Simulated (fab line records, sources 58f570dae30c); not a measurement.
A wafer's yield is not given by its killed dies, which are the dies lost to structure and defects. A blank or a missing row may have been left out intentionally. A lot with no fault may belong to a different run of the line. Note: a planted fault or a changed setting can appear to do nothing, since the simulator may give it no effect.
Check of tool commonality | flow berkeleyCmos170 | 42 wafers sampled across 14 lots

== WHY IT WAS OPENED ==
3 of 14 lots carry a flag on the reading FIELD_OXIDE_THK at UCB170_FIELD_THK_MEAS_02. Wafers without a fault read 552 nm, standard deviation 11.
Rule: a lot gets a flag if all its wafers with a number sit over 4 standard deviations from that mean, or if no wafer of it has a number. The other lots count as sound.

lot  | measured     | on           | FIELD_OXIDE_THK (nm), wafer by wafer | flag
L424 | day 5 15:40  | filmMetro-01 | 557 572 567                          | 
L422 | day 5 15:42  | filmMetro-03 | 561 564 563                          | 
L425 | day 6 04:23  | filmMetro-01 | 561 561 568                          | 
L427 | day 6 04:23  | filmMetro-03 | 548 550 552                          | 
L429 | day 6 14:26  | filmMetro-01 | 556 548 541                          | 
L430 | day 7 06:17  | filmMetro-02 | 573 566 558                          | 
L431 | day 7 06:17  | filmMetro-03 | 559 556 557                          | 
L432 | day 7 13:49  | filmMetro-02 | 555 556 552                          | 
L434 | day 7 13:50  | filmMetro-03 | 540 539 534                          | 
L433 | day 7 13:50  | filmMetro-01 | 561 566 568                          | 
L435 | day 8 01:07  | filmMetro-02 | 466 470 472                          | FLAGGED
L436 | day 8 01:08  | filmMetro-01 | 456 460 464                          | FLAGGED
L437 | day 8 12:08  | filmMetro-03 | 448 438 454                          | FLAGGED
L445 | day 10 01:37 | filmMetro-03 | 545 557 550                          | 
The numbers of the flagged lots are 459 nm on average: -93 nm against the usual, or -8 standard deviations.

== TOOL THAT RAN EACH LOT ==
Before the reading, the record contains 3 process steps out of a 331-step route. Every cell lists first the tool, next ch and the chambers used by the sampled wafers, and last the start.
lot  | flag    | UCB170_ZERO_STRIP_07               | UCB170_NWELL_ETCH_13             | UCB170_FIELD_OXIDATION_01
L424 |         | plasmaAsher-04 ch 0,1, day 2 08:59 | rieDiel-03 ch 0,1,3, day 3 01:47 | furnace-01 ch 0, day 5 12:39
L422 |         | plasmaAsher-04 ch 0,1, day 2 00:43 | rieDiel-04 ch 1,2,3, day 2 14:50 | furnace-01 ch 0, day 5 12:39
L425 |         | plasmaAsher-01 ch 0,1, day 2 13:28 | rieDiel-03 ch 1,2,3, day 3 09:27 | furnace-02 ch 0, day 6 01:23
L427 |         | plasmaAsher-04 ch 0,1, day 3 00:20 | rieDiel-02 ch 0,1,3, day 3 14:15 | furnace-02 ch 0, day 6 01:23
L429 |         | plasmaAsher-03 ch 0,1, day 3 09:52 | rieDiel-04 ch 0,1,3, day 4 02:05 | furnace-04 ch 0, day 6 11:26
L430 |         | plasmaAsher-03 ch 0,1, day 3 19:06 | rieDiel-04 ch 0,2, day 4 10:01   | furnace-04 ch 0, day 7 03:17
L431 |         | plasmaAsher-01 ch 0,1, day 3 18:56 | rieDiel-02 ch 0,1, day 4 10:08   | furnace-04 ch 0, day 7 03:17
L432 |         | plasmaAsher-03 ch 0,1, day 4 02:38 | rieDiel-03 ch 1,2,3, day 4 18:51 | furnace-02 ch 0, day 7 10:48
L434 |         | plasmaAsher-01 ch 0,1, day 4 11:17 | rieDiel-02 ch 2,3, day 5 04:29   | furnace-02 ch 0, day 7 10:48
L433 |         | plasmaAsher-01 ch 0,1, day 4 02:55 | rieDiel-04 ch 0,2,3, day 4 18:37 | furnace-02 ch 0, day 7 10:48
L435 | FLAGGED | plasmaAsher-03 ch 0,1, day 4 15:59 | rieDiel-02 ch 0,2, day 5 12:10   | furnace-02 ch 0, day 7 22:05
L436 | FLAGGED | plasmaAsher-04 ch 0,1, day 4 21:31 | rieDiel-03 ch 0,2,3, day 5 12:14 | furnace-02 ch 0, day 7 22:05
L437 | FLAGGED | plasmaAsher-01 ch 0,1, day 5 05:37 | rieDiel-03 ch 1,2,3, day 5 20:20 | furnace-02 ch 0, day 8 09:07
L445 |         | plasmaAsher-04 ch 0,1, day 6 18:13 | rieDiel-04 ch 0,1,3, day 7 11:44 | furnace-04 ch 0, day 9 22:35
These steps, and what they do:
- UCB170_ZERO_STRIP_07: strips in O2.
- UCB170_NWELL_ETCH_13: etches Si3N4 in CH3F/Ar/O2, stops on SiO2, target depth 246.4 nm, time 154 s.
- UCB170_FIELD_OXIDATION_01: target thk 558.3 nm, ox time 7200 s.
- UCB170_FIELD_THK_MEAS_02

== FLAGGED AGAINST TOTAL, ONE TOOL AT A TIME (gauges that did the reading follow at the end) ==
step                      | tool           | lots run | flagged | share of the flagged lots | sound lots run after its first flagged lot
UCB170_ZERO_STRIP_07      | plasmaAsher-01 | 5        | 1       | some                      | 0
UCB170_ZERO_STRIP_07      | plasmaAsher-03 | 4        | 1       | some                      | 0
UCB170_ZERO_STRIP_07      | plasmaAsher-04 | 5        | 1       | some                      | 1 (L445)
UCB170_NWELL_ETCH_13      | rieDiel-02     | 4        | 1       | some                      | 0
UCB170_NWELL_ETCH_13      | rieDiel-03     | 5        | 2       | some                      | 0
UCB170_NWELL_ETCH_13      | rieDiel-04     | 5        | 0       | none                      | -
UCB170_FIELD_OXIDATION_01 | furnace-01     | 2        | 0       | none                      | -
UCB170_FIELD_OXIDATION_01 | furnace-02     | 8        | 3       | all                       | 0
UCB170_FIELD_OXIDATION_01 | furnace-04     | 4        | 0       | none                      | -
UCB170_FIELD_THK_MEAS_02  | filmMetro-01   | 5        | 1       | some                      | 0
UCB170_FIELD_THK_MEAS_02  | filmMetro-02   | 3        | 1       | some                      | 0
UCB170_FIELD_THK_MEAS_02  | filmMetro-03   | 6        | 1       | some                      | 1 (L445)

== WHAT IS ALLOWED BY THE TABLE ==
All flagged lots share 1 row of the table, namely furnace-02 at UCB170_FIELD_OXIDATION_01.
- furnace-02 at UCB170_FIELD_OXIDATION_01 ran 8 lots, 3 of them flagged. Last sound lot L432 at day 7 10:48, first flagged lot L435 at day 7 22:05; a fault beginning in between fits. Its own readings (spikeTcCentreC, spikeTcLoadC, spikeTcSourceC, tubeCenterTempC, tube_center_temp_C_max) fall more than 4 standard deviations out on all wafers of the flagged lots.
Just one tool remains: furnace-02 at UCB170_FIELD_OXIDATION_01.

== WHAT THE SIMULATOR HAD INSERTED ==
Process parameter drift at UCB170_FIELD_OXIDATION_01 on furnace-02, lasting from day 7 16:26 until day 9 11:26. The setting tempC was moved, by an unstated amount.
Shown lots that were struck: L435, L436, L437. This agrees with what the rule above found.
